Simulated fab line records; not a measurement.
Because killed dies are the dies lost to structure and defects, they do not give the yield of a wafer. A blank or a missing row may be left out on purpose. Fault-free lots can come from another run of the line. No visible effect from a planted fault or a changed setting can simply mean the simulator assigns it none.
Shared-tool check + flow berkeley-cmos170 + 45 wafers sampled across 15 lots

== REASON IT WAS OPENED ==
Of 15 lots, 3 have the reading ACTIVE_NITRIDE_THK flagged at UCB170_ACTIVE_THK_MEAS_06. Fault-free wafers read 220.7 nm, with a standard deviation of 2.
Rule: flag the lot when none of its wafers has a number, or when each of its wafers that has one lies beyond 4 standard deviations from that mean. The other lots count as sound.

| lot  | measured    | on            | ACTIVE_NITRIDE_THK (nm), wafer by wafer | flag    |
|------|-------------|---------------|-----------------------------------------|---------|
| L429 | day 4 12:37 | film-metro-01 | 220.1 219.6 219.0                       |         |
| L431 | day 5 06:19 | film-metro-01 | 221.8 222.5 222.8                       |         |
| L433 | day 5 12:02 | film-metro-03 | 219.5 219.0 218.8                       |         |
| L432 | day 5 12:04 | film-metro-01 | 220.8 221.8 220.5                       |         |
| L434 | day 6 03:59 | film-metro-01 | 220.3 220.3 219.7                       |         |
| L436 | day 6 04:01 | film-metro-04 | 221.1 219.6 219.6                       |         |
| L435 | day 6 06:04 | film-metro-03 | 440.0 437.9 437.6                       | FLAGGED |
| L438 | day 6 13:56 | film-metro-03 | 218.9 216.7 220.7                       |         |
| L439 | day 6 13:58 | film-metro-04 | 220.7 219.4 218.7                       |         |
| L440 | day 6 17:40 | film-metro-01 | 438.3 436.8 440.4                       | FLAGGED |
| L442 | day 7 14:57 | film-metro-04 | 442.7 443.7 442.3                       | FLAGGED |
| L448 | day 8 17:54 | film-metro-04 | 220.5 224.4 222.5                       |         |
| L447 | day 8 17:55 | film-metro-03 | 226.9 225.4 227.6                       |         |
| L450 | day 9 01:19 | film-metro-03 | 221.5 222.0 223.5                       |         |
| L451 | day 9 01:25 | film-metro-04 | 221.6 220.5 219.5                       |         |
Averaged over the flagged lots the numbers come to 440.0 nm, +219.3 nm from the usual (+99 or more standard deviations).

== WHICH TOOL RAN EACH LOT ==
The record keeps 1 process step preceding the reading, out of 331 steps on the route. In each cell: the tool, then ch and the chambers that the sampled wafers went through, then the start.
| lot  | flag    | UCB170_ACTIVE_CVD_05       |
|------|---------|----------------------------|
| L429 |         | lpcvd-02 ch 0, day 4 10:42 |
| L431 |         | lpcvd-01 ch 0, day 5 04:22 |
| L433 |         | lpcvd-01 ch 1, day 5 10:07 |
| L432 |         | lpcvd-01 ch 0, day 5 10:07 |
| L434 |         | lpcvd-02 ch 1, day 6 02:04 |
| L436 |         | lpcvd-02 ch 1, day 6 02:04 |
| L435 | FLAGGED | lpcvd-02 ch 0, day 6 02:04 |
| L438 |         | lpcvd-01 ch 0, day 6 12:01 |
| L439 |         | lpcvd-01 ch 1, day 6 12:01 |
| L440 | FLAGGED | lpcvd-01 ch 0, day 6 12:01 |
| L442 | FLAGGED | lpcvd-01 ch 1, day 7 09:42 |
| L448 |         | lpcvd-02 ch 1, day 8 15:59 |
| L447 |         | lpcvd-02 ch 0, day 8 15:59 |
| L450 |         | lpcvd-02 ch 1, day 8 23:25 |
| L451 |         | lpcvd-02 ch 1, day 8 23:25 |
What is done by these steps:
- UCB170_ACTIVE_CVD_05: deposits Si3N4 from SiH2Cl2/NH3, target thk 220 nm, time 3300 s.
- UCB170_ACTIVE_THK_MEAS_06

== FLAGGED AGAINST TOTAL, ONE TOOL AT A TIME (gauges that did the reading follow at the end) ==
| step                      | tool          | lots run | flagged | share of the flagged lots | sound lots run after its first flagged lot |
|---------------------------|---------------|----------|---------|---------------------------|--------------------------------------------|
| UCB170_ACTIVE_CVD_05      | lpcvd-01      | 7        | 2       | some                      | 0                                          |
| UCB170_ACTIVE_CVD_05      | lpcvd-02      | 8        | 1       | some                      | 4 (L447,L448,L450,L451)                    |
| UCB170_ACTIVE_THK_MEAS_06 | film-metro-01 | 5        | 1       | some                      | 0                                          |
| UCB170_ACTIVE_THK_MEAS_06 | film-metro-03 | 5        | 1       | some                      | 3 (L438,L447,L450)                         |
| UCB170_ACTIVE_THK_MEAS_06 | film-metro-04 | 5        | 1       | some                      | 2 (L448,L451)                              |

== WHAT THE TABLE PERMITS ==
No row of the table ran every flagged lot.

== WHAT THE SIMULATOR PUT IN ==
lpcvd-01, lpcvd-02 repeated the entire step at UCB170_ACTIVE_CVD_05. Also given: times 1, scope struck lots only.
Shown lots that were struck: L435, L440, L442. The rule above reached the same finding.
